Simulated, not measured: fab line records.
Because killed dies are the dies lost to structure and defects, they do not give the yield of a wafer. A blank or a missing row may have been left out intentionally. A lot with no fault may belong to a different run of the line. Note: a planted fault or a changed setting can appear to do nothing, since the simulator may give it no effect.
Comparing a struck lot with a sound one / flow rit_cmos / 29 out of 202 route steps
Sound: these wafers, L110.1, L110.2, L110.3. Wafers L116.1, L116.3, L116.4 were the ones struck. The cause comes at the end.
Per side, at each step with rows, come the tool, then ch with its chambers, and then its first start. Under that, the readings that differ: sound wafers / struck wafers / difference of the means / sigmas: that difference in standard deviations of wafers without a fault.
alike: words and numbers the same on both sides, and readings whose means are apart by under 2 such deviations; not compared: readings that were withheld, readings missing a value for some wafer, numbers with overlapping values and no deviation given by the record, and bounds like >300 which may hide the same value.
A row with sigmas, a row that says differs or no value, or rows on one side alone: a step with any of these is where the two part. Numbers that don't overlap but have no deviation are shown without sigmas and don't part them. A reading that every wafer of one side lacks parts them only if that side has two wafers or more.

RIT_SDANNEAL_RTA_03: time 5 s.
  sound on rtp_anneal-01 ch 0, day 3 21:32; struck on rtp_anneal-01 ch 0, day 4 19:51
  alike: wafer_temp_C_max
RIT_SDANNEAL_RS_MEAS_04: a four-point-probe measurement.
  sound on film_metro-02, day 3 21:35; struck on film_metro-01, day 4 19:55
reading=PSD_RS (ohm/sq); sound=114.9 115.4 115.3; struck=116.7 116.5 116.4; difference=+1.3; sigmas=+4
RIT_SDANNEAL_RS_MEAS_05: a four-point-probe measurement.
  sound on film_metro-02, day 3 21:43; struck on film_metro-01, day 4 20:02
  alike: NSD_RS
RIT_SDANNEAL_RS_MEAS_06: a four-point-probe measurement.
  sound on film_metro-02, day 3 21:50; struck on film_metro-01, day 4 20:09
  alike: PLDD_RS
RIT_SDANNEAL_RS_MEAS_07: a four-point-probe measurement.
  sound on film_metro-02, day 3 21:57; struck on film_metro-01, day 4 20:16
  alike: NLDD_RS
then, 1 step without rows for these wafers: RIT_SILICIDE_WET_ETCH_00 (etches SiO2 in BOE, target depth 14 nm, time 15 s).
RIT_SILICIDE_SPUTTER_01: material Ti, target thk 30 nm, time 240 s.
  sound on pvd_sputter-01, day 3 22:05; struck on pvd_sputter-01, day 4 20:24
  alike: throttle_valve_pct
RIT_SILICIDE_RS_MEAS_02: a four-point-probe measurement.
  sound on film_metro-03, day 3 22:14; struck on film_metro-04, day 4 20:33
  alike: SILICIDE_TI_RS
RIT_SILICIDE_THK_MEAS_03: measures by xrf.
  sound on film_metro-03, day 3 22:21; struck on film_metro-04, day 4 20:40
  alike: SILICIDE_TI_THK
RIT_SILICIDE_RTA_04: time 10 s, ramp up 5 s, ramp down 5 s.
  sound on rtp_anneal-01 ch 0, day 3 22:25; struck on rtp_anneal-02 ch 0, day 4 20:44
  alike: wafer_temp_C_max
then, 1 step without rows for these wafers: RIT_SILICIDE_WET_ETCH_05 (etches Ti in SPM, time 120 s).
RIT_SILICIDE_RTA_06: time 10 s, ramp up 5 s, ramp down 10 s.
  sound on rtp_anneal-02 ch 0, day 3 22:31; struck on rtp_anneal-01 ch 0, day 4 20:50
  alike: wafer_temp_C_max
RIT_CONTACT_CVD_00: deposits SiO2 from TEOS, target thk 400 nm, time 61 s.
  sound on pecvd-01 ch 0,1,2, day 3 22:35; struck on pecvd-01 ch 0,1, day 4 21:07
  alike: heater_power_w
RIT_CONTACT_THK_MEAS_01:
  sound on film_metro-01, day 3 22:38; struck on film_metro-04, day 4 21:10
reading=CONTACT_TEOS_THK (nm); sound=394 397 394; struck=807 804 817; difference=+414; sigmas=+85
then, 6 steps without rows for these wafers: RIT_CONTACT_HMDS_02 (prime time 60 s); RIT_CONTACT_COAT_03 (resist thk 987.5 nm); RIT_CONTACT_SOFTBAKE_04 (time 60 s); RIT_CONTACT_EXPOSE_05 (exposes mask M11, target cd 1000 nm); RIT_CONTACT_PEB_06; RIT_CONTACT_DEVELOP_07 (develop time 120 s).
RIT_CONTACT_CD_MEAS_08 targets a cd of 1000 nm.
  sound on cd_sem-02, day 3 23:40; struck on cd_sem-02, day 4 22:12
  alike: cd_nm
RIT_CONTACT_OVL_MEAS_09:
  sound on overlay-01, day 3 23:47; struck on overlay-01, day 4 22:19
  alike: CONTACT_OVL
then, 1 step without rows for these wafers: RIT_CONTACT_HARDBAKE_10 (time 60 s).
RIT_CONTACT_ETCH_11: etches SiO2 in CHF3/CF4/Ar, stops on TiSi2, target depth 480 nm, time 320 s.
  sound on rie_diel-02 ch 0,1,3, day 3 23:58; struck on rie_diel-03 ch 0,1, day 4 22:31
reading=model.CONTACT.feature_depth_nm (nm); sound=393.3 397.3 394.3; struck=480.6 470.5 482.5; difference=+82.9; sigmas=
reading=model.etch.depth_nm (nm); sound=393.3 397.3 394.3; struck=480.6 470.5 482.5; difference=+82.9; sigmas=
  alike: chamber_pressure_mTorr, drypump_motor_current_A, oes_product_au, throttle_valve_pct
  not compared: rf_hours_counter_h
RIT_CONTACT_STRIP_12: strips in O2, time 180 s.
  sound on plasma_asher-03 ch 0,1, day 4 00:10; struck on plasma_asher-04 ch 0,1, day 4 22:42
  alike: chamber_pressure_mTorr, drypump_motor_current_A
  not compared: rf_hours_counter_h
RIT_CONTACT_CD_MEAS_90 targets a cd of 1000 nm.
  sound on cd_sem-01, day 4 00:20; struck on cd_sem-02, day 4 22:53
  alike: cd_nm
RIT_CONTACT_CLEAN_13: cleans in SC1, time 600 s.
  sound on wet_bench-01 ch 3, day 4 00:28; struck on wet_bench-01 ch 0, day 4 23:00
reading=model.SiO2_of_CONTACT_CVD_00.thk_nm (nm); sound=389.2 393.2 390.2; struck=802.6 799.7 812.9; difference=+414.2; sigmas=
  alike: bath_heat_duty_pct
then, 1 step without rows for these wafers: RIT_CONTACT_CLEAN_14 (cleans in SC2, time 600 s).
RIT_M1_PROBE_99:
  record: rows for the struck wafers here (prober-01, day 5 04:11), none for the sound ones

== WHERE THEY PART ==
Earliest at RIT_SDANNEAL_RS_MEAS_04; latest, in this record, at RIT_M1_PROBE_99.

WHY: what the simulator had put in
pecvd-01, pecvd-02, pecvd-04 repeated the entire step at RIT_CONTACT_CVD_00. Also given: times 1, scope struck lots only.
